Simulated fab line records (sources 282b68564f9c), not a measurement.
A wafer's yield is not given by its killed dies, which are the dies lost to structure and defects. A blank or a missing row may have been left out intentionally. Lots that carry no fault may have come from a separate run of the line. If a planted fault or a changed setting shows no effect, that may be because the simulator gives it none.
Problem report in the 8D (eight disciplines) form, filled by code | flow ritCmos | the parts of the form that need people (team, actions taken, sign-off) are left out

1. THE ISSUE
Mean ACTIVE_NITRIDE_THK at RIT_ACTIVE_THK_MEAS_04: 175.9 nm over 6 wafers in 2 lots; fault-free wafers: 149.7 nm, standard deviation 1.4. Measured from the usual mean, that is +19 standard deviations.
Seen first at day 4 11:32 on filmMetro-01, wafer L155.1. Wafers with a number at this step in the record: 42, from 14 lots. Rule for "out" (also "out of limits"): further than 4 standard deviations from the usual mean. The other wafers with a number count as sound.

2. WHAT IT IS, WHAT IT ISN'T
question                    | is                     | is not
which readings at this step | ACTIVE_NITRIDE_THK     | -
which lots                  | L155, L157             | L142, L143, L144, L145, L147, L148, L149, L150, L151, L154, L160, L164
which wafers of those lots  | all that have a number | -
read on which gauges        | filmMetro-01           | filmMetro-02, filmMetro-04
when                        | from day 4 11:32       | up to then (30 sound wafers); but 6 sound wafers of L160, L164 came after

3. WHAT RULES OUT EACH SUSPECT
Counting: a tool stays on the suspect list if, at a process step up to the reading, it processed all lots that are out and no sound lot following the first of them.
- ruled out: the gauge at RIT_ACTIVE_THK_MEAS_04. All the wafers that are out were read on filmMetro-01, but those of them that RIT_ACTIVE_CVD_03 has rows for are out there too, on other tools.
- lpcvd-01 at RIT_ACTIVE_CVD_03 (deposits Si3N4 from SiH2Cl2/NH3, target thk 150 nm, time 1500 s): kept. It ran every lot that is out, first L155 (day 4 10:07), and no sound lot after that; its last sound lot up to then is L151 (day 3 14:32). Out on those wafers are its own readings of spikeTcCentreC.
Remaining after the count: lpcvd-01 at RIT_ACTIVE_CVD_03.

4. THE CAUSE (what the simulator had put in)
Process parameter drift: lpcvd-01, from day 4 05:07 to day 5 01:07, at RIT_ACTIVE_CVD_03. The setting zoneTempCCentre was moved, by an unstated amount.
This tool alone remained once counting was done.

5. SEQUENCE OF EFFECTS, ordered by route
One row per reading whose mean, taken over the struck wafers that have a number, lies over 3 standard deviations from the usual. Scope: only readings with a usual standard deviation given in the record; hours: median across lots of the time from each lot's start at the first step in this table that gives one to its start at this step; sigmas: change in usual standard deviations.
hours | step                   | reading            | usual      | on struck wafers | change | sigmas
0     | RIT_ACTIVE_CVD_03      | spikeTcCentreC     | 813.1 C    | 841.0            | +27.9  | +28
1     | RIT_ACTIVE_THK_MEAS_04 | ACTIVE_NITRIDE_THK | 149.7 nm   | 175.9            | +26.2  | +19
3     | RIT_ACTIVE_ETCH_13     | oesProductAu       | 0.831 a.u. | 0.911            | +0.081 | +4.7
It contains these process steps:
- RIT_ACTIVE_CVD_03: deposits Si3N4 from SiH2Cl2/NH3, target thk 150 nm, time 1500 s.
- RIT_ACTIVE_ETCH_13: etches Si3N4 in SF6, stops on SiO2, time 210 s, target depth 210 nm.
At these later measuring or inspecting steps, every struck wafer for which the step has a row has a number for every such reading, and none has moved that far: RIT_ACTIVE_CD_MEAS_11.

6. HOW IT WOULD HAVE BEEN CAUGHT EARLIER
The first out-of-limits reading at a measuring or inspecting step in this record came at day 4 11:32, 6 hours after the fault's start at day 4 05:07.
Tool's own readings at RIT_ACTIVE_CVD_03, spikeTcCentreC: out on all struck wafers the step has rows for; an alarm limit on them would have tripped on the first.
Among the 2 lots that are out, L157 began RIT_ACTIVE_CVD_03 on lpcvd-01 after day 4 11:32. Holding the tool at that time would have saved it.
